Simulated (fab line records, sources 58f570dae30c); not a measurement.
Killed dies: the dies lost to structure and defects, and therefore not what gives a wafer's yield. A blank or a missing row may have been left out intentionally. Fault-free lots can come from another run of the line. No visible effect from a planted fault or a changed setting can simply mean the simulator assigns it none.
Lot-split experiment + flow berkeley-cmos170 + 5 lots, 23 wafers read, on a route of 331 steps

== THE SPLIT ITSELF ==
At UCB170_PVT_IMPLANT_07, the setting energy-kev was moved away from the recipe's 30 on 6 of the 23 wafers read, by -6.0% to +2.9%. The other wafers ran this setting at the recipe's value.

The reading comes from the split's own step.

== THE READING ==
In nm, at UCB170_PVT_IMPLANT_07: implant.drp-nm, which is the simulator's own figure and was read by no gauge. The file gives no usual value for it.

| wafer  | tool, chamber at the split | energy-kev as run | against the recipe | implant.drp-nm, nm | against lot-mates on the recipe |
|--------|----------------------------|-------------------|--------------------|--------------------|---------------------------------|
| L077.2 | implanter-02, 0            | 30                | recipe             | 16.56              | -                               |
| L077.3 | implanter-02, 0            | 30                | recipe             | 16.56              | -                               |
| L077.4 | implanter-02, 0            | 30                | recipe             | 16.56              | -                               |
| L077.5 | implanter-02, 0            | 30                | recipe             | 16.56              | -                               |
| L077.6 | implanter-02, 0            | 30                | recipe             | 16.56              | -                               |
| L079.1 | implanter-04, 0            | 30.88             | +2.9%              | 16.97              | +0.41                           |
| L079.2 | implanter-04, 0            | 30.88             | +2.9%              | 16.97              | +0.41                           |
| L079.3 | implanter-04, 0            | 30                | recipe             | 16.56              | -                               |
| L079.5 | implanter-04, 0            | 30                | recipe             | 16.56              | -                               |
| L079.6 | implanter-04, 0            | 30                | recipe             | 16.56              | -                               |
| L080.1 | implanter-02, 0            | 30                | recipe             | 16.56              | -                               |
| L080.5 | implanter-02, 0            | 30                | recipe             | 16.56              | -                               |
| L080.6 | implanter-02, 0            | 30                | recipe             | 16.56              | -                               |
| L085.1 | implanter-04, 0            | 30                | recipe             | 16.56              | -                               |
| L085.4 | implanter-04, 0            | 30                | recipe             | 16.56              | -                               |
| L085.5 | implanter-04, 0            | 30                | recipe             | 16.56              | -                               |
| L085.2 | implanter-04, 0            | 28.2              | -6.0%              | 15.96              | -0.60                           |
| L085.6 | implanter-04, 0            | 28.2              | -6.0%              | 15.96              | -0.60                           |
| L083.1 | implanter-01, 0            | 30                | recipe             | 16.56              | -                               |
| L083.5 | implanter-01, 0            | 30                | recipe             | 16.56              | -                               |
| L083.6 | implanter-01, 0            | 30                | recipe             | 16.56              | -                               |
| L083.2 | implanter-01, 0            | 30.5              | +1.7%              | 16.79              | +0.23                           |
| L083.4 | implanter-01, 0            | 30.5              | +1.7%              | 16.79              | +0.23                           |

FIT RESULTS
A straight line over all 23 wafers: implant.drp-nm changes by +0.11 nm for each +1% of energy-kev; r = +0.99; the points scatter about the line by 0.031 nm.
The same after taking each lot's own level away (the mean of its wafers on the recipe; 23 wafers): +0.11 nm for each +1%; r = +0.99; scatter 0.031 nm.
According to that fit, moving energy-kev by its largest amount changes the reading by 0.66 nm.
The lots' own levels span 16.560 to 16.560 nm.
Hence the lot-to-lot level has little effect on the slope; both slopes agree.
Check: with one of the wafers moved furthest among these (-6.0%) left out of the fit, the line predicts -0.673 nm for it against its lot-mates. It came out at -0.6 nm against them.

== ADDITIONAL SPLITS CARRIED BY THESE WAFERS ==
These wafers also went through other splits before the reading. Each is held against what the fit with the lots' levels taken away leaves over:
| other split on the same wafers  | wafers away from the commonest value | r with implant.drp-nm (lot level and that fit taken away) |
|---------------------------------|--------------------------------------|-----------------------------------------------------------|
| UCB170_PWELL_CVD_05 time-s      | 15                                   | +0.08                                                     |
| UCB170_PWELL_ETCH_14 time-s     | 5                                    | -0.15                                                     |
| UCB170_ACTIVE_PEB_11 peb-temp-c | 5                                    | +0.12                                                     |

== THE WHOLE CHAIN: every reading that the file lists as answering this split, in the file's order ==
| step                  | what it does | reading                                                         | change (the file's fit)               | r (the file's) |
|-----------------------|--------------|-----------------------------------------------------------------|---------------------------------------|----------------|
| UCB170_PVT_IMPLANT_07 |              | implant.rp-nm (the simulator's own value, which no gauge read)  | +0.282 nm for each +1% of the setting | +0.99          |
| UCB170_PVT_IMPLANT_07 |              | implant.drp-nm (the simulator's own value, which no gauge read) | +0.11 nm for each +1% of the setting  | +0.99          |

== FILE'S OWN FIT ==
implant.drp-nm changes by +0.11 nm for each +1% of energy-kev, r = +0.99.
